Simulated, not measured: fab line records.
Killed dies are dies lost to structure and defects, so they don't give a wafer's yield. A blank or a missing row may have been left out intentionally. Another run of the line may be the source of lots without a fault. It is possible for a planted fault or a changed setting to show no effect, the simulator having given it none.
Which tool is to blame? | flow rit cmos | 14 lots with 42 wafers sampled at 6 steps, on a route of 202 steps

## WHAT EACH GAUGE READ, for each wafer
RIT_ACTIVE_THK_MEAS_04.
lot  | measured    | on            | ACTIVE_NITRIDE_THK (nm)
L788 | day 1 13:32 | film metro-04 | 151.3 149.4 150.0
L789 | day 1 18:32 | film metro-01 | 150.8 150.2 150.6
L790 | day 1 23:32 | film metro-03 | 149.0 149.3 149.5
L791 | day 2 04:32 | film metro-03 | 150.6 149.7 149.5
L792 | day 2 09:32 | film metro-03 | 150.8 149.3 148.8
L793 | day 2 14:32 | film metro-03 | 148.9 149.7 149.4
L797 | day 3 10:32 | film metro-03 | 193.0 194.4 194.9
L798 | day 3 15:32 | film metro-03 | 194.3 194.7 194.6
L802 | day 4 11:32 | film metro-01 | 151.1 151.2 152.6
L803 | day 4 16:32 | film metro-03 | 149.1 149.2 149.1
L804 | day 4 21:32 | film metro-04 | 151.3 150.6 148.9
L807 | day 5 12:43 | film metro-03 | 151.0 151.3 150.8
L810 | day 6 05:12 | film metro-01 | 151.4 150.5 149.9
L811 | day 6 09:14 | film metro-01 | 152.2 152.3 151.8

RIT_NWELL_TW_MEAS_10.
lot  | measured    | on            | NWELL_TW
L788 | day 1 22:26 | film metro-01 | 2174 2177 2184
L789 | day 2 03:41 | film metro-04 | 2104 2100 2113
L790 | day 2 09:20 | film metro-02 | 2128 2121 2128
L791 | day 2 11:49 | film metro-01 | 2157 2158 2156
L792 | day 2 17:56 | film metro-02 | 2115 2141 2129
L793 | day 2 22:08 | film metro-04 | 2116 2120 2120
L797 | day 3 18:22 | film metro-01 | 2158 2182 2184
L798 | day 3 23:22 | film metro-01 | 2176 2174 2162
L802 | day 4 19:53 | film metro-04 | 2119 2119 2102
L803 | day 5 01:34 | film metro-04 | 2107 2119 2117
L804 | day 5 07:44 | film metro-04 | 2124 2115 2114
L807 | day 5 22:58 | film metro-01 | 2163 2172 2161
L810 | day 6 16:23 | film metro-01 | 2180 2172 2157
L811 | day 6 20:20 | film metro-02 | 2109 2113 2106

RIT_GATE_CD_MEAS_90: target cd 150 nm.
lot  | measured    | on        | cd nm (nm)
L788 | day 2 18:53 | cd sem-01 | 148.8 149.3 149.5
L789 | day 2 20:31 | cd sem-01 | 155.8 149.6 150.9
L790 | day 3 02:10 | cd sem-02 | 153.6 154.7 152.6
L791 | day 3 06:31 | cd sem-02 | 150.9 149.3 148.2
L792 | day 3 10:20 | cd sem-02 | 150.3 146.7 149.1
L793 | day 3 14:59 | cd sem-02 | 149.8 147.9 149.0
L797 | day 4 10:58 | cd sem-02 | 150.8 152.0 150.1
L798 | day 4 14:59 | cd sem-02 | 147.3 148.0 147.1
L802 | day 5 11:41 | cd sem-02 | 144.6 146.4 144.3
L803 | day 5 19:05 | cd sem-02 | 153.8 153.6 154.4
L804 | day 6 04:07 | cd sem-02 | 150.8 151.0 153.6
L807 | day 6 18:31 | cd sem-02 | 150.1 151.0 149.0
L810 | day 7 11:11 | cd sem-01 | 149.4 151.3 148.8
L811 | day 7 15:53 | cd sem-02 | 148.5 147.3 150.5

## TOOL THAT RAN EACH LOT (tool first, then ch and the chambers of the sampled wafers, then the start)
lot  | RIT_ACTIVE_CVD_03          | RIT_ACTIVE_ETCH_13                | RIT_NWELL_STRIP_09
L788 | lpcvd-02 ch 1, day 1 12:07 | rie diel-02 ch 0,1,3, day 1 14:50 | plasma asher-04 ch 0,1, day 1 22:16
L789 | lpcvd-02 ch 1, day 1 17:07 | rie diel-04 ch 0,1,2, day 1 20:01 | plasma asher-01 ch 0,1, day 2 03:31
L790 | lpcvd-01 ch 1, day 1 22:07 | rie diel-03 ch 0,1,2, day 2 00:43 | plasma asher-04 ch 0,1, day 2 09:10
L791 | lpcvd-02 ch 0, day 2 03:07 | rie diel-03 ch 1,2, day 2 05:43   | plasma asher-02 ch 0,1, day 2 11:38
L792 | lpcvd-01 ch 0, day 2 08:07 | rie diel-04 ch 2,3, day 2 10:50   | plasma asher-02 ch 1, day 2 17:44
L793 | lpcvd-01 ch 1, day 2 13:07 | rie diel-02 ch 2,3, day 2 15:50   | plasma asher-04 ch 0,1, day 2 21:57
L797 | lpcvd-02 ch 0, day 3 09:07 | rie diel-02 ch 0,2,3, day 3 11:43 | plasma asher-04 ch 0,1, day 3 18:11
L798 | lpcvd-02 ch 0, day 3 14:07 | rie diel-02 ch 1,2,3, day 3 16:56 | plasma asher-02 ch 0,1, day 3 23:11
L802 | lpcvd-01 ch 0, day 4 10:07 | rie diel-04 ch 0,2, day 4 12:50   | plasma asher-01 ch 1, day 4 19:42
L803 | lpcvd-01 ch 1, day 4 15:07 | rie diel-03 ch 0,1,3, day 4 17:50 | plasma asher-04 ch 0,1, day 5 01:24
L804 | lpcvd-01 ch 0, day 4 20:07 | rie diel-02 ch 0,2,3, day 4 22:56 | plasma asher-01 ch 0,1, day 5 07:34
L807 | lpcvd-01 ch 0, day 5 11:18 | rie diel-04 ch 0,1,2, day 5 14:01 | plasma asher-01 ch 0,1, day 5 22:48
L810 | lpcvd-01 ch 1, day 6 03:05 | rie diel-04 ch 1,3, day 6 06:31   | plasma asher-02 ch 0, day 6 16:13
L811 | lpcvd-01 ch 1, day 6 07:50 | rie diel-03 ch 0,1,3, day 6 10:33 | plasma asher-01 ch 0,1, day 6 20:10
- RIT_ACTIVE_CVD_03: deposits Si3N4 from SiH2Cl2/NH3, target thk 150 nm, time 1500 s.
- RIT_ACTIVE_ETCH_13: etches Si3N4 in SF6, stops on SiO2, time 210 s, target depth 210 nm.
- RIT_NWELL_STRIP_09: strips in O2, time 180 s.

## WHAT THE TOOLS THEMSELVES READ (means of the sampled wafers that have a number; where no wafer has one, the mark that the record gives instead)
RIT_ACTIVE_CVD_03.
lot  | tool     | sih2cl2 flow sccm (sccm) | spike tc centre C (C) | spike tc load C (C) | spike tc source C (C) | susceptor temp C (C) | zone power load pct (%)
L788 | lpcvd-02 | 59.70                    | 813.9                 | 830.3               | 835.3                 | 810.0                | 22.0
L789 | lpcvd-02 | 60.12                    | 813.6                 | 829.5               | 835.4                 | 810.2                | 22.1
L790 | lpcvd-01 | 60.16                    | 812.8                 | 829.3               | 833.9                 | 810.0                | 20.5
L791 | lpcvd-02 | 60.00                    | 811.4                 | 834.0               | 830.3                 | 810.3                | 19.0
L792 | lpcvd-01 | 59.91                    | 812.7                 | 829.9               | 833.5                 | 809.9                | 25.0
L793 | lpcvd-01 | 60.23                    | 813.7                 | 829.8               | 834.1                 | 809.9                | 20.2
L797 | lpcvd-02 | 60.05                    | 826.5                 | 849.2               | 846.6                 | 824.7                | 19.7
L798 | lpcvd-02 | 60.10                    | 826.9                 | 849.3               | 846.2                 | 825.1                | 19.5
L802 | lpcvd-01 | 59.82                    | 813.9                 | 829.1               | 832.7                 | 810.0                | 24.6
L803 | lpcvd-01 | 59.91                    | 812.6                 | 829.4               | 834.6                 | 810.2                | 20.2
L804 | lpcvd-01 | 59.91                    | 812.2                 | 828.6               | 833.3                 | 810.2                | 24.6
L807 | lpcvd-01 | 59.90                    | 812.3                 | 829.5               | 833.6                 | 810.4                | 24.9
L810 | lpcvd-01 | 60.18                    | 812.8                 | 830.3               | 833.9                 | 809.7                | 20.5
L811 | lpcvd-01 | 60.20                    | 813.6                 | 830.2               | 834.0                 | 810.0                | 20.2

RIT_ACTIVE_ETCH_13.
lot  | tool        | drypump motor current A (A) | oes product au (a.u.) | throttle valve pct (%)
L788 | rie diel-02 | 6.4                         | 0.832                 | 7.51
L789 | rie diel-04 | 5.9                         | 0.816                 | 7.55
L790 | rie diel-03 | 5.4                         | 0.820                 | 7.37
L791 | rie diel-03 | 5.6                         | 0.817                 | 7.29
L792 | rie diel-04 | 6.2                         | 0.830                 | 7.64
L793 | rie diel-02 | 6.5                         | 0.817                 | 7.49
L797 | rie diel-02 | 6.5                         | 0.959                 | 7.54
L798 | rie diel-02 | 6.4                         | 0.961                 | 7.47
L802 | rie diel-04 | 5.8                         | 0.820                 | 7.50
L803 | rie diel-03 | 5.7                         | 0.821                 | 7.41
L804 | rie diel-02 | 6.5                         | 0.826                 | 7.54
L807 | rie diel-04 | 5.9                         | 0.820                 | 7.55
L810 | rie diel-04 | 6.0                         | 0.834                 | 7.58
L811 | rie diel-03 | 5.6                         | 0.831                 | 7.41

RIT_NWELL_STRIP_09.
lot  | tool            | drypump motor current A (A)
L788 | plasma asher-04 | 5.7
L789 | plasma asher-01 | 6.1
L790 | plasma asher-04 | 6.1
L791 | plasma asher-02 | 5.8
L792 | plasma asher-02 | 6.5
L793 | plasma asher-04 | 6.1
L797 | plasma asher-04 | 5.7
L798 | plasma asher-02 | 6.1
L802 | plasma asher-01 | 6.3
L803 | plasma asher-04 | 6.2
L804 | plasma asher-01 | 5.9
L807 | plasma asher-01 | 6.1
L810 | plasma asher-02 | 5.4
L811 | plasma asher-01 | 5.9

## THE ANSWER, worked out from the rows above alone
Rule: usual is defined by the lots themselves. Put in order of their means at a reading, lots are off if they are a third of the lots or fewer, leave a main group of 4 or more, and stand apart from it by a gap of 3 or more times the standard deviation of the main group's means; of several such gaps the widest counts. A main group whose means are all the same, to the digits that the tables above print for the reading, isn't used. Also off: a lot with no number at a reading for which 4 or more lots have one. Where the step has rows for the other lots, those lots are counted as sound. The gauges are gone through in route order, then the tools' own readings, and for those a lot's mean is taken as printed above. The first step at which some lot is off is used, and at that step the reading that is off furthest; a lot without a number counts as furthest.
Off: at RIT_ACTIVE_THK_MEAS_04 (ACTIVE_NITRIDE_THK), L797, L798. Mean 150.3 nm and standard deviation 0.9 in the main group.
A tool fits if, at a process step before that reading, it ran every lot that is off, and no sound lot after the first of them. The gauges at RIT_ACTIVE_THK_MEAS_04 aren't tried: what is off there is off at RIT_ACTIVE_CVD_03 too, on other tools, and a gauge's error can't cause that. One fits: RIT_ACTIVE_CVD_03 on lpcvd-02. Its last sound lot is L791 (day 2 03:07), its first lot that is off L797 (day 3 09:07): a fault that began between those two fits.
The tool's own readings at RIT_ACTIVE_CVD_03 bear it out: on the lots that are off they differ by more than 5 times the standard deviation of the sound lots' means. spike tc centre C reads 826.7 C there against 813.0 C on the sound lots; spike tc load C reads 849.2 C there against 830.0 C on the sound lots; spike tc source C reads 846.4 C there against 833.7 C on the sound lots; susceptor temp C reads 824.9 C there against 810.1 C on the sound lots.

## WHAT THE SIMULATOR HAD INSERTED
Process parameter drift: lpcvd-02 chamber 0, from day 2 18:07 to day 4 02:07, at RIT_ACTIVE_CVD_03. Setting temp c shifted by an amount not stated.
Shown lots that were struck: L797, L798. This agrees with what the rule above found.
